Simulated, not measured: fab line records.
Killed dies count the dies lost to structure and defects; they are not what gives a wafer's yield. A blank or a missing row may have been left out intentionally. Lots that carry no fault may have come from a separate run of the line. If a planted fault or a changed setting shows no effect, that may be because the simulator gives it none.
fab line records	flow ritCmos
[record] lots = 14	wafers = 42	lastDay = 7
route steps=202 shown PLDD@123 CONTACT@180 M1@196
lots that met no fault: taken from a fault-free run of the same line
startH: hours from the record's first day to the start of the lot's first wafer shown	waitH: hours from the lot's prior step to this one	" the same as in the row above	L1.1+2: one row covering several wafers at once	- no value present, or no start provided	* or withheld: withheld	< > ~ a bound
route shown NAME@n: NAME is a module with steps in the file, n the number in the route of the first one	usual: mean/standard deviation of fault-free wafers	same: alike in all rows	chamber/n: place in a boat	sites: the reading at each site	_std_site: the standard deviation of these	_edge_site: the outer-site mean with the inner-site mean subtracted	radiusMm: for every site, how far away it sits from the centre of the wafer	mask NAME#n: copy n	behind: the last tool/chamber to shape the wafer	hold: reason for holding the lot/hours on hold/outcome of the hold	device: the n, p or np transistor that did not switch	end of line: the same wafers' tests at the end of the route	where a step has no rows: the recipe by itself	killed: at the first sort, the dies lost to defects and structure; wafer yield is something else	map: a wafer's dies, marking killed ones x, the rest . and places with no die _
set.NAME: the run value of the setting; set.NAME@STEP: its run value at that earlier step	model.NAME: the simulator's own value behind a step, which no gauge read
steps of the route over a sample of lots; a table a step, a row a wafer
services: a tool's chamber out of use, with start hour (startH, from the record's first day; less than 0 if before it), hours out, and reason
[[steps]]
[step RIT_PLDD_STRIP_09]
[recipe] chemistry = O2	timeS = 180	resist = NOVOLAK	platenTempC = withheld	powerW = 500	pressureMtorr = 4000	o2FlowSccm = 4000
[usual] drypumpMotorCurrentA = 5.9/0.41	o2FlowSccm = 4002/12	rfReflPowerW = 5.4/1.7
lot.wafer	tool	chamber	startH	waitH	drypumpMotorCurrentA	o2FlowSccm	rfHoursCounterH	rfReflPowerW
L957.1	plasmaAsher-03	1	45.99	0.1	5.6	4020	42	5.4
L957.2	"	0	"	"	5.5	4012	42	4.0
L957.4	"	0	"	"	5.5	3997	-	3.5
L958.1	plasmaAsher-03	0	52.59	0.1	5.5	4005	43	3.8
L958.2	"	1	"	"	5.6	4000	43	5.7
L958.5	"	1	"	"	5.7	4001	-	5.5
L959.2	plasmaAsher-03	0	56.11	0.1	5.5	4011	43	3.9
L959.4	"	0	"	"	5.5	3998	-	3.9
L959.6	"	1	"	"	5.6	4010	-	5.5
L960.1	plasmaAsher-02	1	62.95	0.1	6.1	4001	41	4.7
L960.3	"	0	"	"	6.8	3987	-	8.9
L960.6	"	0	"	"	6.8	3991	-	8.7
L961.1	plasmaAsher-03	1	69.19	0.1	5.6	4012	44	5.5
L961.4	"	0	"	"	5.5	4016	-	3.5
L961.6	"	1	"	"	5.6	4019	-	5.5
L962.1	plasmaAsher-01	1	72.89	0.1	5.6	4010	41	7.0
L962.2	"	0	"	"	6.0	3999	41	3.8
L962.4	"	0	"	"	6.0	3985	-	3.7
L966.3	plasmaAsher-01	1	94.07	0.1	5.6	4018	-	6.3
L966.4	"	0	"	"	6.0	3983	-	3.5
L966.5	"	1	"	"	5.6	4012	-	6.6
L968.1	plasmaAsher-01	0	101.56	0.1	6.0	3994	44	3.2
L968.3	"	0	"	"	6.0	3972	-	3.5
L968.6	"	1	"	"	5.6	4000	-	6.5
L969.2	plasmaAsher-02	0	105.54	0.1	6.8	3982	45	8.8
L969.3	"	1	"	"	6.1	3988	-	4.6
L969.4	"	0	"	"	6.8	4004	-	8.7
L972.3	plasmaAsher-01	0	121.35	0.1	6.0	3996	-	3.6
L972.4	"	1	"	"	5.6	4000	-	6.9
L972.5	"	0	"	"	6.0	4019	-	3.5
L973.3	plasmaAsher-02	0	127.59	0.1	6.8	3992	-	8.8
L973.4	"	1	"	"	6.0	4008	-	4.7
L973.5	"	0	"	"	6.7	3999	-	8.7
L975.1	plasmaAsher-01	1	137.65	0.1	5.6	3983	2	6.9
L975.2	"	0	"	"	6.0	4011	2	3.7
L975.6	"	0	"	"	6.1	4002	-	3.7
L978.1	plasmaAsher-03	1	151.03	0.1	5.6	3997	54	5.3
L978.3	"	0	"	"	5.5	4017	-	3.4
L978.4	"	1	"	"	5.6	3989	-	5.3
L979.2	plasmaAsher-02	1	159.21	0.1	6.1	3988	50	4.8
L979.5	"	0	"	"	6.7	4015	-	8.6
L979.6	"	1	"	"	6.1	3985	-	4.8
[step RIT_CONTACT_STRIP_12]
[recipe] chemistry = O2	timeS = 180	resist = NOVOLAK	platenTempC = withheld	powerW = 500	pressureMtorr = 4000	o2FlowSccm = 4000
[usual] drypumpMotorCurrentA = 5.6/0.59	o2FlowSccm = 3999/12	rfReflPowerW = 6.3/1.6
lot.wafer	tool	chamber	startH	waitH	drypumpMotorCurrentA	o2FlowSccm	rfHoursCounterH	rfReflPowerW
L957.1	plasmaAsher-04	0	55.31	0.1	4.8	4000	27	7.7
L957.2	"	1	"	"	5.6	4002	27	5.9
L957.4	"	1	"	"	5.6	4016	-	5.8
L958.1	plasmaAsher-04	0	61.23	0.1	4.8	4014	27	7.9
L958.2	"	1	"	"	5.6	4003	27	6.3
L958.5	"	0	"	"	4.8	3990	-	7.5
L959.2	plasmaAsher-04	1	64.81	0.1	5.6	4004	28	6.1
L959.4	"	0	"	"	4.8	4005	-	7.9
L959.6	"	1	"	"	5.6	3999	-	6.0
L960.1	plasmaAsher-01	0	73.55	0.1	6.0	4013	41	3.7
L960.3	"	0	"	"	6.0	4014	-	3.5
L960.6	"	1	"	"	5.6	3977	-	6.2
L961.1	plasmaAsher-01	0	78.27	0.1	6.0	4002	42	3.8
L961.4	"	1	"	"	5.6	3991	-	6.6
L961.6	"	0	"	"	6.0	3986	-	3.6
L962.1	plasmaAsher-04	0	82.02	0.1	4.8	3991	30	8.0
L962.2	"	1	"	"	5.6	3996	30	6.1
L962.4	"	0	"	"	4.8	4013	-	7.5
L966.3	plasmaAsher-01	0	103.63	0.2	6.0	3998	-	3.7
L966.4	"	1	"	"	5.6	3999	-	6.5
L966.5	"	0	"	"	6.0	3993	-	3.4
L968.1	plasmaAsher-04	1	110.45	0.1	5.6	4017	33	6.2
L968.3	"	0	"	"	4.8	3987	-	8.2
L968.6	"	1	"	"	5.6	4004	-	6.3
L969.2	plasmaAsher-04	1	114.56	0.1	5.6	4009	34	6.0
L969.3	"	0	"	"	4.8	4000	-	8.1
L969.4	"	1	"	"	5.6	3977	-	6.0
L972.3	plasmaAsher-04	0	130.33	0.2	4.8	4009	-	8.1
L972.4	"	1	"	"	5.6	4009	-	6.0
L972.5	"	1	"	"	5.6	3993	-	6.1
L973.3	plasmaAsher-02	0	137.28	0.2	6.8	4002	-	8.5
L973.4	"	1	"	"	6.1	4014	-	4.8
L973.5	"	0	"	"	6.8	4006	-	8.5
L975.1	plasmaAsher-01	0	146.89	0.1	6.0	3991	3	3.6
L975.2	"	1	"	"	5.6	3985	3	6.5
L975.6	"	1	"	"	5.6	3990	-	6.5
L978.1	plasmaAsher-02	1	160.36	0.1	6.0	3993	50	4.7
L978.3	"	1	"	"	6.1	3995	-	4.9
L978.4	"	0	"	"	6.8	4005	-	8.5
L979.2	plasmaAsher-04	1	168.13	0.1	5.6	4001	39	6.1
L979.5	"	1	"	"	5.6	4011	-	5.9
L979.6	"	0	"	"	4.8	3997	-	7.5
[step RIT_M1_METAL_ETCH_12]
[recipe] stopOn = SiO2	chemistry = Cl2/BCl3	target = Al	timeS = 165	overEtchFrac = 0.5	pressureMtorr = 100	targetDepthA = 6000	rfW = 250	Cl2_flow_sccm = 60	bcl3FlowSccm = 50
[usual] drypumpMotorCurrentA = 5.5/0.42	heBacksideLeakSccm = 3.49/0.22	oesProductAu = 0.770/0.0096	runLengthS = 193.5/0.44	throttleValvePct = 8.32/0.17
lot.wafer	tool	chamber	startH	waitH	drypumpMotorCurrentA	heBacksideLeakSccm	oesProductAu	rfHoursCounterH	runLengthS	throttleValvePct
L957.1	rieMetal-03	1	57.85	0.2	6.1	3.49	0.764	3	193.6	8.47
L957.2	"	0	"	"	5.8	3.44	0.775	5	192.7	8.22
L957.4	"	1	"	"	6.1	3.60	0.769	-	193.8	8.45
L958.1	rieMetal-02	0	63.65	0.2	5.3	3.49	0.779	36	193.0	8.57
L958.2	"	1	"	"	5.3	3.56	0.753	33	193.4	8.16
L958.5	"	0	"	"	5.3	3.45	0.763	-	193.0	8.56
L959.2	rieMetal-01	1	67.24	0.2	5.4	3.75	0.757	2	193.8	8.43
L959.4	"	1	"	"	5.5	3.71	0.759	-	193.5	8.42
L959.6	"	1	"	"	5.5	3.83	0.758	-	193.5	8.42
L960.1	rieMetal-03	1	76.00	0.2	6.1	3.59	0.757	4	193.9	8.47
L960.3	"	1	"	"	6.1	3.56	0.768	-	194.1	8.48
L960.6	"	0	"	"	5.8	3.52	0.766	-	192.8	8.20
L961.1	rieMetal-02	0	80.80	0.2	5.3	3.44	0.761	36	193.1	8.59
L961.4	"	0	"	"	5.3	3.42	0.780	-	193.2	8.57
L961.6	"	0	"	"	5.3	3.42	0.776	-	193.2	8.58
L962.1	rieMetal-01	1	84.43	0.2	5.4	3.87	0.759	3	193.5	8.44
L962.2	"	0	"	"	4.7	3.21	0.765	3	193.8	8.09
L962.4	"	0	"	"	4.7	3.07	0.778	-	193.8	8.10
L966.3	rieMetal-03	0	106.16	0.2	5.8	3.60	0.779	-	192.8	8.20
L966.4	"	1	"	"	6.1	3.42	0.767	-	194.1	8.45
L966.5	"	1	"	"	6.1	3.46	0.781	-	193.9	8.46
L968.1	rieMetal-01	0	112.99	0.2	4.8	2.95	0.771	3	194.3	8.08
L968.3	"	1	"	"	5.4	3.72	0.749	-	193.7	8.40
L968.6	"	0	"	"	4.8	3.07	0.760	-	194.4	8.09
L969.2	rieMetal-03	0	116.98	0.2	5.8	3.60	0.775	6	192.7	8.21
L969.3	"	1	"	"	6.1	3.54	0.985	-	128.0	8.44
L969.4	"	0	"	"	5.8	3.74	0.777	-	192.8	8.20
L972.3	rieMetal-03	1	132.86	0.2	6.1	3.50	0.989	-	128.0	8.42
L972.4	"	0	"	"	5.8	3.77	0.771	-	193.3	8.23
L972.5	"	1	"	"	6.1	3.64	0.998	-	127.7	8.41
L973.3	rieMetal-01	1	140.35	0.2	5.4	3.49	0.759	-	193.4	8.43
L973.4	"	0	"	"	4.8	3.16	0.783	-	193.9	8.10
L973.5	"	0	"	"	4.8	3.04	0.774	-	194.2	8.09
L975.1	rieMetal-01	1	149.67	0.2	5.4	3.78	0.755	3	193.4	8.41
L975.2	"	0	"	"	4.8	3.24	0.777	3	194.1	8.08
L975.6	"	0	"	"	4.8	3.11	0.783	-	193.9	8.09
L978.1	rieMetal-01	1	162.80	0.2	5.4	3.49	0.765	4	193.9	8.43
L978.3	"	0	"	"	4.8	3.18	0.773	-	193.7	8.08
L978.4	"	1	"	"	5.5	3.46	0.758	-	193.4	8.44
L979.2	rieMetal-02	1	170.53	0.2	5.3	3.60	0.765	0	193.3	8.16
L979.5	"	1	"	"	5.2	3.53	0.780	-	193.6	8.17
L979.6	"	0	"	"	5.3	3.39	0.801	-	193.3	8.57
[step RIT_M1_CD_MEAS_90]
[recipe] targetCdNm = 2600
[usual] cdNm = 2601/3.1
lot.wafer	tool	chamber	startH	waitH	cdNm
L957.1	cdSem-02	-	58.38	0.1	2596
L957.2	"	-	"	"	2599
L957.4	"	-	"	"	2595
L958.1	cdSem-02	-	64.16	0.1	2603
L958.2	"	-	"	"	2602
L958.5	"	-	"	"	2604
L959.2	cdSem-02	-	67.95	0.1	2608
L959.4	"	-	"	"	2606
L959.6	"	-	"	"	2607
L960.1	cdSem-02	-	76.51	0.1	2599
L960.3	"	-	"	"	2599
L960.6	"	-	"	"	2602
L961.1	cdSem-02	-	81.32	0.1	2598
L961.4	"	-	"	"	2599
L961.6	"	-	"	"	2600
L962.1	cdSem-01	-	85.12	0.1	2605
L962.2	"	-	"	"	2601
L962.4	"	-	"	"	2597
L966.3	cdSem-02	-	106.65	0.1	2598
L966.4	"	-	"	"	2599
L966.5	"	-	"	"	2598
L968.1	cdSem-02	-	113.50	0.1	2600
L968.3	"	-	"	"	2602
L968.6	"	-	"	"	2600
L969.2	cdSem-02	-	117.52	0.1	2604
L969.3	"	-	"	"	2615
L969.4	"	-	"	"	2606
L972.3	cdSem-02	-	133.36	0.1	2610
L972.4	"	-	"	"	2603
L972.5	"	-	"	"	2610
L973.3	cdSem-02	-	140.85	0.1	2599
L973.4	"	-	"	"	2599
L973.5	"	-	"	"	2599
L975.1	cdSem-01	-	150.18	0.1	2597
L975.2	"	-	"	"	2600
L975.6	"	-	"	"	2598
L978.1	cdSem-01	-	163.32	0.1	2606
L978.3	"	-	"	"	2606
L978.4	"	-	"	"	2606
L979.2	cdSem-02	-	171.07	0.1	2602
L979.5	"	-	"	"	2602
L979.6	"	-	"	"	2603
[step RIT_M1_PROBE_99]
[usual] defectLimitedYield = 97.4/1.1	killed_at_M0_to_M3 = 0.0/0.083	killedAtContacts = 0.1/0.35	killedAtFrontEnd = 6.9/2.8	killedDies = 7.0/2.8	killedOnRim = 1.8/1.3	killedOpen = 3.4/2	killedShort = 3.5/2.1
[same] grossDies = 264	killed_at_M4_up = 0	killedAtBackSide = 0	killedAtOther = 0
lot.wafer	tool	chamber	startH	waitH	defectLimitedYield[%]	killed_at_M0_to_M3	killedAtContacts	killedAtFrontEnd	killedDies	killedOnRim	killedOpen	killedShort
L957.1	prober-01	-	60.12	0.1	98.5	0	1	3	4	2	2	2
L957.2	prober-01	-	60.17	0.1	96.2	0	0	10	10	2	5	5
L957.4	prober-01	-	60.27	0.2	98.5	0	0	4	4	1	1	3
L958.1	prober-02	-	65.90	0.1	95.1	0	0	13	13	4	4	9
L958.2	prober-02	-	65.95	0.1	98.1	0	0	5	5	3	0	5
L958.5	prober-02	-	66.10	0.2	95.1	0	0	13	13	2	6	7
L959.2	prober-01	-	69.72	0.1	96.2	0	0	10	10	1	4	6
L959.4	prober-01	-	69.82	0.2	98.1	0	0	5	5	2	5	0
L959.6	prober-01	-	69.92	0.2	98.1	0	0	5	5	3	2	3
L960.1	prober-02	-	78.25	0.1	98.5	0	0	4	4	1	3	1
L960.3	prober-02	-	78.35	0.2	97.0	0	0	8	8	2	7	1
L960.6	prober-02	-	78.50	0.2	97.3	0	0	7	7	2	4	3
L961.1	prober-01	-	83.06	0.1	97.3	0	0	7	7	2	0	7
L961.4	prober-01	-	83.21	0.2	96.6	0	0	9	9	0	4	5
L961.6	prober-01	-	83.31	0.2	97.3	0	0	7	7	1	5	2
L962.1	prober-02	-	86.86	0.1	97.0	0	0	8	8	3	3	5
L962.2	prober-02	-	86.91	0.1	100.0	0	0	0	0	0	0	0
L962.4	prober-02	-	87.01	0.2	97.3	0	0	7	7	3	4	3
L966.3	prober-02	-	108.45	0.2	97.7	0	0	6	6	1	3	3
L966.4	prober-02	-	108.50	0.2	98.9	0	0	3	3	0	2	1
L966.5	prober-02	-	108.55	0.2	97.0	0	0	8	8	2	4	4
L968.1	prober-02	-	115.24	0.1	97.7	0	0	6	6	1	3	3
L968.3	prober-02	-	115.34	0.2	98.5	0	0	4	4	0	3	1
L968.6	prober-02	-	115.49	0.2	98.5	0	0	4	4	0	1	3
L969.2	prober-01	-	119.29	0.1	98.9	0	0	3	3	2	2	1
L969.3	prober-01	-	119.34	0.2	0	255	0	9	264	70	5	4
L969.4	prober-01	-	119.39	0.2	98.5	0	1	3	4	1	1	3
L972.3	prober-02	-	135.16	0.2	0	259	0	5	264	70	1	4
L972.4	prober-02	-	135.21	0.2	97.7	0	0	6	6	0	4	2
L972.5	prober-02	-	135.26	0.2	0	258	0	6	264	70	3	3
L973.3	prober-01	-	142.65	0.2	97.7	0	0	6	6	4	5	1
L973.4	prober-01	-	142.70	0.2	97.3	0	0	7	7	0	5	1
L973.5	prober-01	-	142.75	0.2	97.0	0	0	8	8	2	2	6
L975.1	prober-01	-	151.92	0.1	96.6	0	1	8	9	3	2	6
L975.2	prober-01	-	151.97	0.1	96.6	0	2	7	9	1	3	5
L975.6	prober-01	-	152.17	0.2	97.3	0	0	7	7	1	4	3
L978.1	prober-02	-	165.06	0.1	94.7	0	1	13	14	3	4	10
L978.3	prober-02	-	165.16	0.2	97.7	0	0	6	6	1	3	3
L978.4	prober-02	-	165.21	0.2	97.3	0	0	7	7	2	3	4
L979.2	prober-01	-	172.84	0.1	97.7	0	0	6	6	2	4	1
L979.5	prober-01	-	172.99	0.2	98.5	0	0	4	4	0	3	1
L979.6	prober-01	-	173.04	0.2	99.2	0	0	2	2	1	1	1
// killed by level:class
L957.1 GATE:geometricParticle:open=2 GATE:geometricParticle:short=1 CONTACT:geometricParticle:short=1
L957.2 GATE:geometricParticle:short=3 SPACER:geometricParticle:open=3 GATE:geometricParticle:open=2 SPACER:geometricParticle:short=2
L957.4 GATE:geometricParticle:short=2 GATE:geometricParticle:open=1 SPACER:geometricParticle:short=1
L958.1 GATE:geometricParticle:short=4 GATE:geometricParticle:open=3 SPACER:geometricParticle:short=3 FOX1:geometricParticle:short=1 REOX:geometricParticle:short=1 SPACER:geometricParticle:open=1
L958.2 GATE:geometricParticle:short=2 SILICIDE:geometricParticle:short=2 FOX1:geometricParticle:short=1
L958.5 FOX1:geometricParticle:short=3 FOX1:geometricParticle:open=3 GATE:geometricParticle:open=2 GATE:geometricParticle:short=2 SPACER:geometricParticle:short=2 SPACER:geometricParticle:open=1
L959.2 FOX1:geometricParticle:short=4 FOX1:geometricParticle:open=4 GATE:geometricParticle:short=1 SILICIDE:geometricParticle:short=1
L959.4 FOX1:geometricParticle:open=4 GATE:geometricParticle:open=1
L959.6 GATE:geometricParticle:short=2 FOX1:geometricParticle:open=1 FOX2:geometricParticle:open=1 REOX:geometricParticle:short=1
L960.1 GATE:geometricParticle:open=2 GATE:geometricParticle:short=1 REOX:geometricParticle:open=1
L960.3 GATE:geometricParticle:open=4 FOX2:geometricParticle:open=1 REOX:geometricParticle:open=1 REOX:geometricParticle:short=1 SPACER:geometricParticle:open=1
L960.6 REOX:geometricParticle:open=3 FOX1:geometricParticle:short=1 FOX2:geometricParticle:short=1 GATE:geometricParticle:open=1 SILICIDE:geometricParticle:short=1
L961.1 FOX1:geometricParticle:short=2 GATE:geometricParticle:short=2 FOX2:geometricParticle:short=1 REOX:geometricParticle:short=1 SILICIDE:geometricParticle:short=1
L961.4 GATE:geometricParticle:short=3 REOX:geometricParticle:open=2 FOX1:geometricParticle:short=1 FOX1:geometricParticle:open=1 GATE:geometricParticle:open=1 REOX:geometricParticle:short=1
L961.6 FOX2:geometricParticle:open=2 GATE:geometricParticle:short=2 SILICIDE:geometricParticle:open=2 REOX:geometricParticle:open=1
L962.1 GATE:geometricParticle:short=5 GATE:geometricParticle:open=2 FOX1:geometricParticle:open=1
L962.4 GATE:geometricParticle:open=2 SPACER:geometricParticle:short=2 FOX1:geometricParticle:open=1 GATE:geometricParticle:short=1 SPACER:geometricParticle:open=1
L966.3 GATE:geometricParticle:short=3 GATE:geometricParticle:open=1 REOX:geometricParticle:open=1 SPACER:geometricParticle:open=1
L966.4 GATE:geometricParticle:open=1 GATE:geometricParticle:short=1 SPACER:geometricParticle:open=1
L966.5 REOX:geometricParticle:open=3 GATE:geometricParticle:short=2 GATE:geometricParticle:open=1 REOX:geometricParticle:short=1 SPACER:geometricParticle:short=1
L968.1 GATE:geometricParticle:open=2 GATE:geometricParticle:short=1 REOX:geometricParticle:short=1 REOX:geometricParticle:open=1 SPACER:geometricParticle:short=1
L968.3 FOX1:geometricParticle:short=1 FOX2:geometricParticle:open=1 SPACER:geometricParticle:open=1 SILICIDE:geometricParticle:open=1
L968.6 SILICIDE:geometricParticle:short=2 FOX1:geometricParticle:short=1 SILICIDE:geometricParticle:open=1
L969.2 ACTIVE:geometricParticle:open=1 FOX1:geometricParticle:short=1 REOX:geometricParticle:open=1
L969.3 M1:areaEtch=255 GATE:geometricParticle:open=3 GATE:geometricParticle:short=2 REOX:geometricParticle:open=1 SPACER:geometricParticle:short=1 SPACER:geometricParticle:open=1 SILICIDE:geometricParticle:short=1
L969.4 FOX1:geometricParticle:open=1 GATE:geometricParticle:short=1 SPACER:geometricParticle:short=1 CONTACT:geometricParticle:short=1
L972.3 M1:areaEtch=259 GATE:geometricParticle:short=4 SILICIDE:geometricParticle:open=1
L972.4 GATE:geometricParticle:open=2 FOX1:geometricParticle:short=1 GATE:geometricParticle:short=1 REOX:geometricParticle:open=1 SPACER:geometricParticle:open=1
L972.5 M1:areaEtch=258 GATE:geometricParticle:open=2 FOX1:geometricParticle:short=1 GATE:geometricParticle:short=1 REOX:geometricParticle:open=1 SPACER:geometricParticle:short=1
L973.3 SILICIDE:geometricParticle:open=3 FOX2:geometricParticle:short=1 FOX2:geometricParticle:open=1 SPACER:geometricParticle:open=1
L973.4 FOX2:geometricParticle:open=2 GATE:geometricParticle:open=2 REOX:geometricParticle:open=1 SILICIDE:geometricParticle:short=1 ACTIVE:coatMicrobubblePrinted=1
L973.5 REOX:geometricParticle:short=2 SILICIDE:geometricParticle:short=2 FOX1:geometricParticle:short=1 FOX2:geometricParticle:short=1 FOX2:geometricParticle:open=1 GATE:geometricParticle:open=1
L975.1 SPACER:geometricParticle:short=3 GATE:geometricParticle:short=2 FOX2:geometricParticle:short=1 GATE:geometricParticle:open=1 SILICIDE:geometricParticle:open=1 CONTACT:coatMicrobubblePrinted=1
L975.2 GATE:geometricParticle:short=3 GATE:geometricParticle:open=1 REOX:geometricParticle:open=1 SILICIDE:geometricParticle:open=1 SILICIDE:geometricParticle:short=1 CONTACT:geometricParticle:short=1 CONTACT:coatMicrobubblePrinted=1
L975.6 GATE:geometricParticle:open=2 GATE:geometricParticle:short=2 FOX2:geometricParticle:open=1 SPACER:geometricParticle:open=1 SPACER:geometricParticle:short=1
L978.1 SPACER:geometricParticle:short=4 GATE:geometricParticle:short=2 SILICIDE:geometricParticle:open=2 ACTIVE:geometricParticle:short=1 FOX1:geometricParticle:short=1 FOX2:geometricParticle:short=1 FOX2:geometricParticle:open=1 SPACER:geometricParticle:open=1
L978.3 REOX:geometricParticle:open=2 FOX2:geometricParticle:short=1 GATE:geometricParticle:open=1 REOX:geometricParticle:short=1 SILICIDE:geometricParticle:short=1
L978.4 GATE:geometricParticle:open=3 FOX1:geometricParticle:short=1 GATE:geometricParticle:short=1 SPACER:geometricParticle:short=1 SILICIDE:geometricParticle:short=1
L979.2 GATE:geometricParticle:open=2 FOX1:geometricParticle:open=1 SPACER:geometricParticle:open=1 FOX2:geometricParticle:short=1 NWELL:coatMicrobubblePrinted=1
L979.5 GATE:geometricParticle:open=3 SPACER:geometricParticle:short=1
L979.6 SPACER:geometricParticle:short=1 SILICIDE:geometricParticle:open=1
[[services]]
tool	chamber	startH	hours	kind
plasmaAsher-02	-	33.02	3.0	repair
plasmaAsher-01	-	35.35	1.6	repair
rieMetal-01	1	38.74	2.6	repair
rieMetal-03	-	59.28	4.3	pm
plasmaAsher-03	-	62.49	0.7	repair
plasmaAsher-04	-	93.69	0.4	repair
plasmaAsher-04	-	105.16	2.2	repair
plasmaAsher-01	-	108.75	9.0	pm
plasmaAsher-01	0	108.75	9.0	ventCycle
plasmaAsher-01	1	108.75	9.0	ventCycle
plasmaAsher-01	0	117.75	-	clean
plasmaAsher-01	1	117.75	-	clean
plasmaAsher-02	-	123.99	3.4	repair
rieMetal-02	-	136.12	20.0	pm
rieMetal-02	0	136.12	20.0	ventCycle
rieMetal-02	1	136.12	20.0	ventCycle
plasmaAsher-02	-	144.26	7.2	repair
rieMetal-02	0	156.12	-	clean
rieMetal-02	1	156.12	-	clean
plasmaAsher-04	-	162.57	3.1	repair
[[key]]
[firstSign] step = RIT_M1_METAL_ETCH_12	reading = runLengthS	direction = down	sigmas = 99+	usual = *	struck = *
[effect] step = RIT_M1_METAL_ETCH_12	reading = oesProductAu	direction = up	sigmas = 23	usual = 0.770	struck = 0.991
[effect] step = RIT_M1_CD_MEAS_90	reading = cdNm	direction = up	sigmas = 3.3	usual = 2601	struck = 2612
[effect] step = RIT_M1_PROBE_99	reading = killed_at_M0_to_M3	direction = up	sigmas = 99+	usual = 0.0	struck = 257.3
[moreKillsBornAt] RIT_M1_METAL_ETCH_12@rieMetal-03 = 772
metAt RIT_M1_METAL_ETCH_12
struckLots L969,L972
struckWafers L969.3,L972.3,L972.5
laterRowsLeftOut L969.3,L972.3,L972.5
notActingAt RIT_PLDD_STRIP_09,RIT_CONTACT_STRIP_12
onsetBetween 106.16 116.98
[fault] kind = processParameterDrift	tool = rieMetal-03	chamber = 1	onsetH = 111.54	steps = RIT_M1_METAL_ETCH_12	channel = timeS	offset = *	shape = step	endH = 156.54	stated = *
// laterRowsLeftOut: the simulator's readings of these wafers behind a module that went badly wrong aren't trusted and aren't shown, but for the sort
